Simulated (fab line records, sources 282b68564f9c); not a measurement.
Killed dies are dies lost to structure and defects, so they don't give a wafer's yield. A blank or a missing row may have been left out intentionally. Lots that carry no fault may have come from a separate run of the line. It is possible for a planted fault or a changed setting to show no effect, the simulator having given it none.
fab line records | flow rit-cmos
record lots=14 wafers=42 last-day=8
route steps=202 shown GATE@95 PLDD@123 NSD@140 SDANNEAL@156 M1@202
lots with no fault: from the same line, run without faults
start-h: the number of hours between the record's first day and the start of the first shown wafer of the lot | wait-h: time in hours since the lot's previous step | " the same as in the row above | L1.1+2: a single row standing in for several wafers | - either no value or no given start | * or withheld: withheld | < > ~ a bound
route shown NAME@n: a module of which the file shows steps, and the number in the route of the first | usual: average and standard deviation across the fault-free wafers | same: alike in all rows | chamber/n: place in a boat | sites: the reading at each site | _std_site: the standard deviation of these | _edge_site: mean of outer sites minus mean of inner sites | radius-mm: how far each site lies from the wafer's centre | mask NAME#n: copy n | behind: the tool/chamber that last shaped the wafer | hold: reason for holding the lot/hours on hold/outcome of the hold | device: the n, p or np transistor that did not switch | end of line: the tests these same wafers got at the end of their route | a step with no rows: only its recipe | killed: the dies lost at the first sort to structure and to defects; this is not the yield of the wafer | map: a wafer's dies, marking killed ones x, the rest . and places with no die _
set.NAME: the run value of the setting; set.NAME@STEP: its run value at that earlier step | model.NAME: the simulator's own value behind a step, which no gauge read
a sample of lots followed through the steps of the route, with each step as a table and each wafer as a row
services: from which hour (start-h, from the record's first day; less than 0 if before it) a tool's chamber was out of use, for how many hours, and why
## steps
# step RIT_GATE_ETCH_19
# recipe chemistry=SF6/CHF3/O2 time-s=165 SF6_flow_sccm=30 CHF3_flow_sccm=30 O2_flow_sccm=5 target=poly-Si pressure-mtorr=40 rf-w=160 target-depth-a=3125 over-etch-frac=0.25 stop-on=SiO2
# usual drypump-motor-current-A=5.50/0.23 oes-product-au=0.844/0.015 rf-fwd-power-W=159.5/0.53 throttle-valve-pct=10.29/0.17
# columns lot.wafer tool chamber start-h wait-h drypump-motor-current-A oes-product-au rf-fwd-power-W rf-hours-counter-h throttle-valve-pct
L703.2 rie-si-01 1 48.06 0.1 5.74 0.849 159.6 102 10.44
L703.3 " 0 " " 5.26 0.852 159.7 3 10.37
L703.4 " 2 " " 5.66 0.843 159.4 161 10.44
L705.2 rie-si-01 1 58.47 0.1 5.75 0.858 158.9 102 10.43
L705.4 " 3 " " 5.74 0.852 159.9 125 9.95
L705.6 " 3 " " 5.76 0.847 159.6 - 9.96
L706.3 rie-si-02 0 65.34 0.1 5.06 0.833 158.5 95 10.24
L706.4 " 1 " " 5.37 0.833 159.4 58 10.24
L706.5 " 2 " " 5.58 0.816 159.0 - 10.41
L707.2 rie-si-01 1 65.62 0.1 5.74 0.877 160.1 102 10.44
L707.4 " 1 " " 5.75 0.870 160.3 - 10.43
L707.5 " 3 " " 5.73 0.856 159.6 - 9.93
L708.1 rie-si-02 1 68.37 0.1 5.36 0.837 159.9 58 10.25
L708.4 " 2 " " 5.59 0.834 159.4 71 10.40
L708.5 " 2 " " 5.57 0.836 159.8 - 10.39
L709.1 rie-si-01 3 78.21 0.1 5.74 0.846 159.4 125 9.93
L709.2 " 1 " " 5.73 0.852 159.7 103 10.44
L709.6 " 0 " " 5.29 0.854 159.6 - 10.39
L710.3 rie-si-02 1 79.25 0.1 5.36 0.836 159.6 58 10.24
L710.5 " 0 " " 5.06 0.841 158.6 - 10.26
L710.6 " 1 " " 5.37 0.826 158.5 - 10.23
L712.2 rie-si-02 3 94.59 0.1 5.61 0.842 159.6 68 10.38
L712.3 " 2 " " 5.61 0.842 159.6 72 10.39
L712.5 " 3 " " 5.63 0.839 159.7 - 10.40
L713.1 rie-si-01 3 96.64 0.1 5.73 0.856 160.5 126 9.96
L713.3 " 1 " " 5.71 0.867 159.7 103 10.44
L713.5 " 3 " " 5.73 0.856 160.0 - 9.94
L714.1 rie-si-02 2 98.26 0.1 5.58 0.839 159.9 72 10.40
L714.2 " 0 " " 5.07 0.835 159.4 95 10.24
L714.6 " 1 " " 5.37 0.839 159.1 - 10.23
L716.2 rie-si-02 0 110.19 0.1 5.07 0.833 158.9 95 10.26
L716.4 " 2 " " 5.59 0.828 160.0 72 10.40
L716.6 " 3 " " 5.66 0.831 159.7 - 10.40
L718.1 rie-si-02 0 124.86 0.1 5.07 0.836 134.0 95 10.23
L718.5 " 1 " " 5.37 0.839 133.5 - 10.24
L718.6 " 0 " " 5.07 0.838 133.5 - 10.24
L720.1 rie-si-02 1 134.18 0.1 5.37 0.820 134.0 58 10.24
L720.2 " 0 " " 5.06 0.827 133.6 96 10.22
L720.5 " 0 " " 5.06 0.838 133.3 - 10.23
L725.1 rie-si-01 1 163.94 0.1 5.72 0.869 159.7 103 10.45
L725.4 " 2 " " 5.63 0.858 159.3 1 10.42
L725.6 " 2 " " 5.63 0.863 160.2 - 10.41
# step RIT_PLDD_STRIP_09
# recipe chemistry=O2 time-s=180 resist=NOVOLAK platen-temp-c=withheld power-w=500 pressure-mtorr=4000 o2-flow-sccm=4000
# usual drypump-motor-current-A=5.8/0.61
# columns lot.wafer tool chamber start-h wait-h drypump-motor-current-A rf-hours-counter-h
L703.2 plasma-asher-04 0 55.12 0.1 5.8 41
L703.3 " 1 " " 6.4 -
L703.4 " 0 " " 5.8 -
L705.2 plasma-asher-02 0 64.84 0.1 6.5 27
L705.4 " 1 " " 5.1 -
L705.6 " 1 " " 5.1 -
L706.3 plasma-asher-04 1 72.58 0.1 6.4 -
L706.4 " 0 " " 5.8 -
L706.5 " 0 " " 5.8 -
L707.2 plasma-asher-02 0 72.76 0.1 6.5 28
L707.4 " 0 " " 6.5 -
L707.5 " 0 " " 6.5 -
L708.1 plasma-asher-02 1 75.93 0.1 5.1 29
L708.4 " 0 " " 6.5 -
L708.5 " 1 " " 5.1 -
L709.1 plasma-asher-04 1 84.23 0.1 6.4 44
L709.2 " 0 " " 5.8 44
L709.6 " 1 " " 6.4 -
L710.3 plasma-asher-04 0 85.84 0.1 5.8 -
L710.5 " 0 " " 5.8 -
L710.6 " 1 " " 6.4 -
L712.2 plasma-asher-01 1 101.01 0.1 5.2 45
L712.3 " 0 " " 5.1 -
L712.5 " 0 " " 5.1 -
L713.1 plasma-asher-02 1 103.42 0.1 5.1 32
L713.3 " 0 " " 6.4 -
L713.5 " 1 " " 5.1 -
L714.1 plasma-asher-02 1 105.11 0.1 5.1 32
L714.2 " 0 " " 6.5 32
L714.6 " 0 " " 6.5 -
L716.2 plasma-asher-01 1 119.76 0.1 5.2 47
L716.4 " 0 " " 5.1 -
L716.6 " 1 " " 5.2 -
L718.1 plasma-asher-04 0 130.97 0.1 5.8 1
L718.5 " 0 " " 5.8 -
L718.6 " 1 " " 6.4 -
L720.1 plasma-asher-02 1 141.23 0.1 5.1 35
L720.2 " 0 " " 6.5 35
L720.5 " 0 " " 6.5 -
L725.1 plasma-asher-02 0 173.91 0.1 6.5 38
L725.4 " 0 " " 6.5 -
L725.6 " 1 " " 5.1 -
# step RIT_NSD_STRIP_09
# recipe chemistry=O2 time-s=180 resist=NOVOLAK platen-temp-c=withheld power-w=500 pressure-mtorr=4000 o2-flow-sccm=4000
# usual drypump-motor-current-A=5.7/0.4
# columns lot.wafer tool chamber start-h wait-h drypump-motor-current-A rf-hours-counter-h
L703.2 plasma-asher-03 0 60.45 0.1 6.0 41
L703.3 " 0 " " 6.0 -
L703.4 " 1 " " 5.7 -
L705.2 plasma-asher-01 0 70.60 0.1 5.1 42
L705.4 " 1 " " 5.2 -
L705.6 " 0 " " 5.1 -
L706.3 plasma-asher-03 1 76.65 0.1 5.7 -
L706.4 " 0 " " 6.0 -
L706.5 " 1 " " 5.6 -
L707.2 plasma-asher-03 0 77.76 0.1 6.0 43
L707.4 " 1 " " 5.7 -
L707.5 " 1 " " 5.6 -
L708.1 plasma-asher-03 0 80.25 0.1 6.1 44
L708.4 " 0 " " 6.0 -
L708.5 " 0 " " 6.1 -
L709.1 plasma-asher-04 1 89.24 0.1 6.4 45
L709.2 " 0 " " 5.8 45
L709.6 " 1 " " 6.4 -
L710.3 plasma-asher-01 0 89.91 0.1 5.1 -
L710.5 " 1 " " 5.2 -
L710.6 " 0 " " 5.1 -
L712.2 plasma-asher-03 1 105.07 0.1 5.7 46
L712.3 " 1 " " 5.7 -
L712.5 " 1 " " 5.7 -
L713.1 plasma-asher-03 0 108.42 0.1 6.1 47
L713.3 " 0 " " 6.1 -
L713.5 " 1 " " 5.7 -
L714.1 plasma-asher-03 1 109.41 0.1 5.7 47
L714.2 " 0 " " 6.1 47
L714.6 " 1 " " 5.7 -
L716.2 plasma-asher-03 1 123.82 0.1 5.7 49
L716.4 " 0 " " 6.0 -
L716.6 " 1 " " 5.7 -
L718.1 plasma-asher-03 0 135.01 0.1 6.0 50
L718.5 " 1 " " 5.7 -
L718.6 " 0 " " 6.0 -
L720.1 plasma-asher-04 0 145.16 0.1 5.8 3
L720.2 " 1 " " 6.4 3
L720.5 " 1 " " 6.4 -
L725.1 plasma-asher-01 0 177.95 0.1 5.1 52
L725.4 " 0 " " 5.1 -
L725.6 " 1 " " 5.2 -
# step RIT_SDANNEAL_RTA_03
# recipe temp-c=1050 time-s=5 idle-temp-c=600 ramp-up-c-per-s=342 ramp-down-c-per-s=171 cool-to-c=600 ambient=N2
# usual chamber-o2-ppm=2.005/0.023 wafer_temp_C_max=1053.4/1.1
# columns lot.wafer tool chamber start-h wait-h chamber-o2-ppm wafer_temp_C_max
L703.2 rtp-anneal-02 0 62.62 0.0 1.952 1053.8
L703.3 " 0 " " 1.986 1054.3
L703.4 " 0 " " 2.011 1054.1
L705.2 rtp-anneal-02 0 72.79 0.0 1.979 1052.9
L705.4 " 0 " " 1.995 1053.2
L705.6 " 0 " " 2.004 1053.9
L706.3 rtp-anneal-01 0 78.86 0.0 2.034 1052.5
L706.4 " 0 " " 2.017 1054.3
L706.5 " 0 " " 1.991 1053.2
L707.2 rtp-anneal-02 0 80.17 0.0 2.019 1055.1
L707.4 " 0 " " 2.000 1053.4
L707.5 " 0 " " 2.035 1053.9
L708.1 rtp-anneal-01 0 82.49 0.0 2.028 1053.9
L708.4 " 0 " " 2.016 1052.6
L708.5 " 0 " " 2.006 1053.2
L709.1 rtp-anneal-02 0 91.28 0.0 1.988 1051.7
L709.2 " 0 " " 2.036 1053.0
L709.6 " 0 " " 2.021 1051.1
L710.3 rtp-anneal-01 0 92.05 0.0 2.017 1055.3
L710.5 " 0 " " 1.991 1053.0
L710.6 " 0 " " 2.011 1055.0
L712.2 rtp-anneal-01 0 107.51 0.0 1.988 1053.3
L712.3 " 0 " " 1.979 1052.8
L712.5 " 0 " " 1.981 1052.8
L713.1 rtp-anneal-02 0 110.82 0.0 1.998 1053.2
L713.3 " 0 " " 1.955 1053.0
L713.5 " 0 " " 1.998 1054.7
L714.1 rtp-anneal-01 0 111.65 0.0 2.010 1052.0
L714.2 " 0 " " 2.004 1053.3
L714.6 " 0 " " 2.006 1052.7
L716.2 rtp-anneal-01 0 126.04 0.0 1.984 1053.1
L716.4 " 0 " " 1.999 1054.9
L716.6 " 0 " " 2.009 1052.9
L718.1 rtp-anneal-01 0 137.07 0.0 2.020 1054.8
L718.5 " 0 " " 2.019 1052.7
L718.6 " 0 " " 2.006 1053.4
L720.1 rtp-anneal-01 0 147.22 0.0 2.061 1052.2
L720.2 " 0 " " 2.046 1053.5
L720.5 " 0 " " 2.049 1052.5
L725.1 rtp-anneal-02 0 179.99 0.0 2.023 1054.9
L725.4 " 0 " " 2.022 1055.5
L725.6 " 0 " " 2.016 1053.9
# step RIT_M1_PROBE_99
# usual killed_at_M0_to_M3=0.0/0.23 killed-at-contacts=0.1/0.23 killed-at-front-end=7/3 killed-dies=7/3 killed-on-rim=2.0/1.2 killed-open=3.3/2.1 killed-short=3.7/1.9
# same gross-dies=264 killed_at_M4_up=0 killed-at-back-side=0 killed-at-other=0
# columns lot.wafer tool chamber start-h wait-h killed_at_M0_to_M3 killed-at-contacts killed-at-front-end killed-dies killed-on-rim killed-open killed-short
L707.2 prober-01 - 88.03 0.1 0 0 4 4 1 1 3
L707.4 prober-01 - 88.13 0.2 0 1 5 6 1 2 4
L707.5 prober-01 - 88.18 0.2 0 0 4 4 1 1 3
L712.2 prober-02 - 115.38 0.1 0 0 13 13 4 10 3
L712.3 prober-02 - 115.43 0.2 0 0 7 7 1 3 4
L712.5 prober-02 - 115.53 0.2 0 0 7 7 0 4 3
L713.1 prober-01 - 118.18 0.1 0 0 4 4 3 2 2
L713.3 prober-01 - 118.28 0.2 0 0 4 4 1 1 3
L713.5 prober-01 - 118.38 0.2 1 0 5 6 3 4 2
L714.1 prober-02 - 119.68 0.1 0 0 5 5 2 1 4
L714.2 prober-02 - 119.73 0.1 0 0 11 11 4 4 7
L714.6 prober-02 - 119.93 0.2 1 0 3 4 3 2 2
L716.2 prober-02 - 133.41 0.1 0 0 4 4 1 0 4
L716.4 prober-02 - 133.51 0.2 0 0 5 5 1 4 1
L716.6 prober-02 - 133.61 0.2 0 0 6 6 2 2 4
L718.1 prober-02 - 144.64 0.1 0 0 29 29 26 2 3
L718.5 prober-02 - 144.84 0.2 0 0 5 5 1 3 1
L718.6 prober-02 - 144.89 0.2 0 0 59 59 36 3 0
L720.1 prober-02 - 154.79 0.1 0 0 5 5 2 2 3
L720.2 prober-02 - 154.84 0.1 0 0 7 7 4 3 1
L720.5 prober-02 - 154.99 0.2 0 0 23 23 13 4 5
# killed by level:class
L707.2 GATE:geometric-particle:short=1 REOX:geometric-particle:short=1 REOX:geometric-particle:open=1 SPACER:geometric-particle:short=1
L707.4 GATE:geometric-particle:open=2 FOX2:geometric-particle:short=1 GATE:geometric-particle:short=1 SILICIDE:geometric-particle:short=1 CONTACT:geometric-particle:short=1
L707.5 FOX2:geometric-particle:short=2 GATE:geometric-particle:short=1 GATE:geometric-particle:open=1
L712.2 SPACER:geometric-particle:open=4 FOX1:geometric-particle:open=2 SILICIDE:geometric-particle:open=2 FOX1:geometric-particle:short=1 FOX2:geometric-particle:open=1 GATE:geometric-particle:open=1 REOX:geometric-particle:short=1 SPACER:geometric-particle:short=1
L712.3 GATE:geometric-particle:short=3 GATE:geometric-particle:open=2 FOX1:geometric-particle:short=1 FOX2:geometric-particle:open=1
L712.5 ACTIVE:geometric-particle:open=1 FOX1:geometric-particle:open=1 FOX2:geometric-particle:short=1 GATE:geometric-particle:open=1 GATE:geometric-particle:short=1 REOX:geometric-particle:short=1 SPACER:geometric-particle:open=1
L713.1 SPACER:geometric-particle:open=1 SPACER:geometric-particle:short=1 SILICIDE:geometric-particle:short=1 SILICIDE:geometric-particle:open=1
L713.3 FOX1:geometric-particle:short=1 FOX2:geometric-particle:short=1 GATE:geometric-particle:open=1 GATE:geometric-particle:short=1
L713.5 GATE:geometric-particle:open=3 FOX2:geometric-particle:short=1 SPACER:geometric-particle:open=1 M1:geometric-particle:short=1
L714.1 GATE:geometric-particle:short=2 REOX:geometric-particle:open=1 REOX:geometric-particle:short=1 SILICIDE:geometric-particle:short=1
L714.2 GATE:geometric-particle:short=4 GATE:geometric-particle:open=3 REOX:geometric-particle:short=2 FOX1:geometric-particle:short=1 SPACER:geometric-particle:open=1
L714.6 GATE:geometric-particle:open=1 SPACER:geometric-particle:open=1 SPACER:geometric-particle:short=1 M1:geometric-particle:short=1
L716.2 SPACER:geometric-particle:short=2 GATE:geometric-particle:short=1 REOX:geometric-particle:short=1
L716.4 FOX2:geometric-particle:open=3 SILICIDE:geometric-particle:short=1 SILICIDE:geometric-particle:open=1
L716.6 FOX2:geometric-particle:short=2 FOX2:geometric-particle:open=1 GATE:geometric-particle:open=1 GATE:geometric-particle:short=1 REOX:geometric-particle:short=1
L718.1 GATE:area-etch=24 REOX:geometric-particle:short=2 FOX1:geometric-particle:open=1 GATE:geometric-particle:short=1 GATE:geometric-particle:open=1
L718.5 GATE:geometric-particle:open=2 GATE:geometric-particle:short=1 SILICIDE:geometric-particle:open=1 GATE:area-etch=1
L718.6 GATE:area-etch=56 FOX2:geometric-particle:open=2 REOX:geometric-particle:open=1
L720.1 FOX1:geometric-particle:short=1 GATE:geometric-particle:short=1 GATE:geometric-particle:open=1 REOX:geometric-particle:open=1 REOX:geometric-particle:short=1
L720.2 GATE:area-etch=3 FOX1:geometric-particle:open=1 GATE:geometric-particle:open=1 REOX:geometric-particle:open=1 REOX:geometric-particle:short=1
L720.5 GATE:area-etch=14 FOX1:geometric-particle:short=3 GATE:geometric-particle:open=2 REOX:geometric-particle:short=1 SPACER:geometric-particle:open=1 SILICIDE:geometric-particle:short=1 SILICIDE:geometric-particle:open=1
## services
# columns tool chamber start-h hours kind
rie-si-01 2 59.48 - clean
rie-si-01 2 59.48 19.1 scheduled-down
rie-si-01 2 59.48 19.1 vent-cycle
plasma-asher-01 - 74.82 4.1 repair
plasma-asher-04 - 108.75 9.0 pm
plasma-asher-04 0 108.75 9.0 vent-cycle
plasma-asher-04 1 108.75 9.0 vent-cycle
plasma-asher-02 - 114.45 7.6 repair
plasma-asher-04 0 117.75 - clean
plasma-asher-04 1 117.75 - clean
rie-si-02 1 141.13 16.2 repair
rie-si-02 3 165.17 6.4 repair
## key
first-sign step=RIT_GATE_ETCH_19 reading=rf-fwd-power-W direction=down sigmas=49 usual=159.5 struck=133.7
effect step=RIT_M1_PROBE_99 reading=killed-at-front-end direction=up sigmas=4.8 usual=7 struck=21 wafers-moved=3
more-kills-born-at RIT_GATE_ETCH_19@rie-si-02=98
met-at RIT_GATE_ETCH_19
struck-lots L718,L720
tester-left-out L718,L720
not-acting-at RIT_PLDD_STRIP_09,RIT_NSD_STRIP_09,RIT_SDANNEAL_RTA_03
onset-between 110.19 124.86
fault kind=process-parameter-drift tool=rie-si-02 chamber=- onset-h=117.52 steps=RIT_GATE_ETCH_19 channel=rf-w offset=-25.6 shape=step end-h=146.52 stated=160
# tester-left-out: of these lots the tester's yield and bins aren't shown, on N5 and GAA mostly nor the transistor test; their killed dies are dies lost to structure and defects alone, not to doping, threshold or leakage, so they don't give the yield
